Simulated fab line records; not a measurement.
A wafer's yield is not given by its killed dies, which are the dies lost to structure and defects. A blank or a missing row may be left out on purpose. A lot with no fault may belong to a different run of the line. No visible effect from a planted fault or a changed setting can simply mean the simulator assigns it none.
One fault through the eyes of 2 desks	flow rit cmos	numbers are kept per desk, each desk with only its own; the story behind them comes last

FOR THE TOOL OWNER'S DESK: lpcvd-01
The tool's own readings at RIT_SPACER_CVD_03 (deposits Si3N4 from SiH2Cl2/NH3, target thk 250 nm, time 3300 s): means of the sampled wafers that have a number, for each lot that ran on this tool. A lot is out of limits, marked OUT, if its mean lies more than 4 standard deviations from the usual mean; the brackets give that distance.
Columns: A = pressure mtorr at RIT_SPACER_CVD_03, usual 299.9 mTorr; B = spike tc centre C at RIT_SPACER_CVD_03, usual 812.5 C; C = spike tc load C at RIT_SPACER_CVD_03, usual 832.8 C; D = spike tc source C at RIT_SPACER_CVD_03, usual 833.8 C; E = susceptor temp C at RIT_SPACER_CVD_03, usual 810.0 C; F = zone power source pct at RIT_SPACER_CVD_03, usual 21.2 %
lot	first seen here	A	B	C	D	E	F
L734	day 2 19:37	299.5	812.8	834.1	836.2	810.3	20.9
L744	day 4 22:11	299.9	857.9 (+38) OUT	879.8 (+23) OUT	881.3 (+25) OUT	854.8 (+99 or more) OUT	23.4 (+6.7) OUT
L749	day 5 22:32	299.7	813.5	833.2	833.6	810.0	21.4
Finding of this desk: L744 out of limits; the first was L744 at day 4 22:11, on spike tc centre C at RIT_SPACER_CVD_03. L734, L749: within limits.

FROM THE METROLOGY DESK
Means of the sampled wafers that have a number, per lot and without regard to the tool the lot ran on: this is what the gauges read. A lot is out of limits, marked OUT, if its mean lies more than 4 standard deviations from the usual mean; the brackets give that distance.
Columns: A = GATE_OXIDE_THK at RIT_GATE_THK_MEAS_07, usual 2.99 nm; B = SPACER_NITRIDE_THK at RIT_SPACER_THK_MEAS_04, usual 250.1 nm
lot	first seen here	A	B
L734	day 2 09:37	2.90	250.1
L735	day 2 15:49	3.16	251.0
L743	day 4 08:18	2.99	247.4
L744	day 4 12:25	2.91	420.1 (+68) OUT
L746	day 4 21:02	3.10	247.4
L747	day 5 03:47	3.07	249.4
L748	day 5 07:53	2.98	249.0
L749	day 5 12:23	2.94	249.0
L755	day 6 18:23	2.99	251.0
L756	day 7 04:49	3.00	249.0
Per this desk, out of limits: L744; the first was L744, day 5 00:05 (SPACER_NITRIDE_THK at RIT_SPACER_THK_MEAS_04). L734, L735, L743, L746, L747, L748, L749, L755, L756: within limits.

BROUGHT TOGETHER
On L744, at day 4 22:11, an alarm was possible from the tool owner's desk.
An alarm was possible from the metrology desk at day 5 00:05, on L744.
All the named lots went through RIT_SPACER_CVD_03 on lpcvd-01.

WHAT THE SIMULATOR HAD PUT IN
lpcvd-01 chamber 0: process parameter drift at RIT_SPACER_CVD_03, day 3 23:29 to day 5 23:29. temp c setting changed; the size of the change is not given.
Struck lots among those shown: L744.
Fault start to first reading out of limits, in hours, per desk: tool owner, 23; metrology, 25.
